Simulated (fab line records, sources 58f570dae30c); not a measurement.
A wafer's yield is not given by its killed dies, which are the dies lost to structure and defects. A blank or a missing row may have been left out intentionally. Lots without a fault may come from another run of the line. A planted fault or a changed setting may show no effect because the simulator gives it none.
2 desks looking at one fault + flow berkeleyCmos170 + each desk holds nothing but its own numbers, with what lay behind them at the end

## THE TOOL OWNER'S DESK: lpcvd-02
The tool's own readings at UCB170_CONTACT_CVD_01 (deposits PSG from SiH4/O2/PH3, target thk 700 nm, time 2820 s): means of the sampled wafers that have a number, for each lot that ran on this tool. Marked OUT: a lot whose mean sits more than 4 standard deviations from the usual mean, which makes it out of limits; the brackets give that distance.
Columns: A = sih4FlowSccm at UCB170_CONTACT_CVD_01, usual 59.99 sccm
| lot  | first seen here | A     |
|------|-----------------|-------|
| L206 | day 7 11:13     | 59.93 |
| L207 | day 7 15:23     | 59.87 |
| L209 | day 7 22:32     | 60.00 |
| L220 | day 10 13:23    | 60.08 |
| L221 | day 10 13:23    | 59.98 |
| L227 | day 11 12:12    | 60.02 |
Result from this desk: across the 6 lots, nothing is out of limits.

## THE METROLOGY DESK
Means of the sampled wafers that have a number, per lot and without regard to the tool the lot ran on: this is what the gauges read. Marked OUT: a lot whose mean sits more than 4 standard deviations from the usual mean, which makes it out of limits; the brackets give that distance.
Columns: A = cdNm at UCB170_PSD_CD_MEAS_06, usual 1200.2 nm; B = CONTACT_PSG_THK at UCB170_CONTACT_THK_MEAS_02, usual 697 nm; C = cdNm at UCB170_M1_CD_MEAS_09, usual 699.9 nm
| lot  | first seen here | A      | B              | C     |
|------|-----------------|--------|----------------|-------|
| L206 | day 7 06:43     | 1200.4 | 693            | 697.9 |
| L207 | day 7 11:13     | 1201.0 | 749 (+8.0) OUT | 698.9 |
| L209 | day 7 17:46     | 1200.9 | 742 (+6.9) OUT | 699.4 |
| L217 | day 9 07:43     | 1199.9 | 694            | 698.6 |
| L216 | day 9 07:49     | 1199.8 | 697            | 701.1 |
| L218 | day 9 07:59     | 1199.2 | 701            | 698.3 |
| L220 | day 10 08:14    | 1197.8 | 693            | 700.3 |
| L221 | day 10 08:20    | 1199.6 | 705            | 699.3 |
| L222 | day 10 08:34    | 1201.3 | 685            | 699.4 |
| L223 | day 10 08:35    | 1200.3 | 699            | 700.0 |
| L224 | day 10 08:43    | 1200.7 | 696            | 700.0 |
| L226 | day 11 00:29    | 1199.0 | 695            | 701.1 |
| L225 | day 11 00:31    | 1201.2 | 694            | 699.5 |
| L227 | day 11 06:52    | 1203.1 | 702            | 700.2 |
This desk's result: L207, L209 out of limits, first on L207 (CONTACT_PSG_THK at UCB170_CONTACT_THK_MEAS_02), day 7 17:11. In limits: L206, L217, L216, L218, L220, L221, L222, L223, L224, L226, L225, L227.

## TAKEN TOGETHER
On L207, L209, the metrology desk was in a position to raise an alarm at day 7 17:11.
The desk of the tool owner found nothing out of limits.
On record at the tool owner's desk: L207, L209, within its limits.
All the named lots went through UCB170_CONTACT_CVD_01 on lpcvd-02.

## WHAT HAD BEEN PUT IN BY THE SIMULATOR
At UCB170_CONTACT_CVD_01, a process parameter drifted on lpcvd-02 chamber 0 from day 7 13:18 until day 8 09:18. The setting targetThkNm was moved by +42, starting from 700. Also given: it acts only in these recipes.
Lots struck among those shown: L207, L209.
Hours from the fault's start to each desk's first reading out of limits: the metrology desk, 4.
